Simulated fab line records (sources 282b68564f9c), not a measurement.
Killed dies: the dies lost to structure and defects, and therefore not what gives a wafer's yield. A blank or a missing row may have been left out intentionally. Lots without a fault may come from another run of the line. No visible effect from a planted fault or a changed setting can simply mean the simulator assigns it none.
Which of the tools did it?	flow rit cmos	14 lots with 42 wafers sampled at 2 steps, on a route of 202 steps

== WHAT THE GAUGES READ, wafer by wafer ==
RIT_GATE_CD_MEAS_16: the cd target is 150 nm. Usual: cd nm 149 nm, standard deviation 3.
lot	measured	on	cd nm (nm)	flag
L843	day 2 18:22	cd sem-01	151 150 151	
L844	day 2 23:38	cd sem-01	146 148 146	
L845	day 3 07:56	cd sem-02	146 145 145	
L846	day 3 11:26	cd sem-01	147 148 148	
L847	day 3 17:25	cd sem-01	153 149 150	
L848	day 3 19:09	cd sem-02	142 142 144	
L849	day 3 23:17	cd sem-01	143 144 144	
L853	day 4 14:52	cd sem-01	62 61 62 62 61 62	OFF
L857	day 5 10:06	cd sem-01	74 74 77 73 75 77	OFF
L860	day 6 03:04	cd sem-01	150 150 148	
L862	day 6 11:50	cd sem-02	153 153 153	
L863	day 6 16:32	cd sem-02	148 148 146	
L864	day 6 20:37	cd sem-02	149 147 147	
L866	day 7 07:11	cd sem-01	144 149 147	

== WHAT TOOL EACH LOT RAN ON (gives the tool, then ch and the chambers of the sampled wafers, and finally the start) ==
lot	RIT_GATE_COAT_11
L843	litho track-01 ch 0, day 2 17:40
L844	litho track-04 ch 0, day 2 22:49
L845	litho track-01 ch 0, day 3 07:14
L846	litho track-04 ch 0, day 3 10:37
L847	litho track-01 ch 0, day 3 16:43
L848	litho track-04 ch 0, day 3 18:23
L849	litho track-02 ch 0, day 3 22:22
L853	litho track-02 ch 0, day 4 14:11
L857	litho track-02 ch 0, day 5 09:24
L860	litho track-04 ch 0, day 6 02:22
L862	litho track-04 ch 0, day 6 11:05
L863	litho track-04 ch 0, day 6 15:50
L864	litho track-04 ch 0, day 6 19:47
L866	litho track-01 ch 0, day 7 06:22
- RIT_GATE_COAT_11: resist thk 850 nm.

== AS READ BY THE TOOLS THEMSELVES (means over the sampled wafers that have a number; for cases with no such wafer, the mark the record gives instead) ==
RIT_GATE_COAT_11. Usual: chill plate temp C 23.00 C, standard deviation 0.1.
lot	tool	chill plate temp C (C)	flag
L843	litho track-01	22.98	
L844	litho track-04	23.00	
L845	litho track-01	23.06	
L846	litho track-04	22.93	
L847	litho track-01	22.96	
L848	litho track-04	23.20	
L849	litho track-02	22.89	
L853	litho track-02	23.05	
L857	litho track-02	23.04	
L860	litho track-04	22.97	
L862	litho track-04	23.05	
L863	litho track-04	23.03	
L864	litho track-04	22.92	
L866	litho track-01	22.97	

== THE ANSWER, worked out from the rows above alone ==
Rule: a lot counts as off when the mean over its wafers that have a number is more than 3 standard deviations away from the usual mean. Also off: a lot with no number at a reading for which 4 or more lots have one. Any other lot the step has rows for is counted as sound. The gauges are gone through in route order, then the tools' own readings, and for those a lot's mean is taken as printed above. At the first step where some lot is off, the reading lying furthest off is the one used; lots without a number count as furthest.
Off, at RIT_GATE_CD_MEAS_16 on cd nm: L853, L857.
A tool fits if, at a process step before that reading, it ran every lot that is off, and no sound lot after the first of them. Those tools and the gauges at RIT_GATE_CD_MEAS_16 are tried in the same way. One fits: RIT_GATE_COAT_11 on litho track-02. A fault onset in the window from L849 (day 3 22:22, its last sound lot) to L853 (day 4 14:11, its first lot off) fits.

== WHAT THE SIMULATOR PUT IN ==
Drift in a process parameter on litho track-02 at RIT_GATE_COAT_11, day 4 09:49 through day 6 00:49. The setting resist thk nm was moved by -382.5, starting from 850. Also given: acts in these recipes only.
Struck lots among those shown: L853, L857. This agrees with what the rule above found.
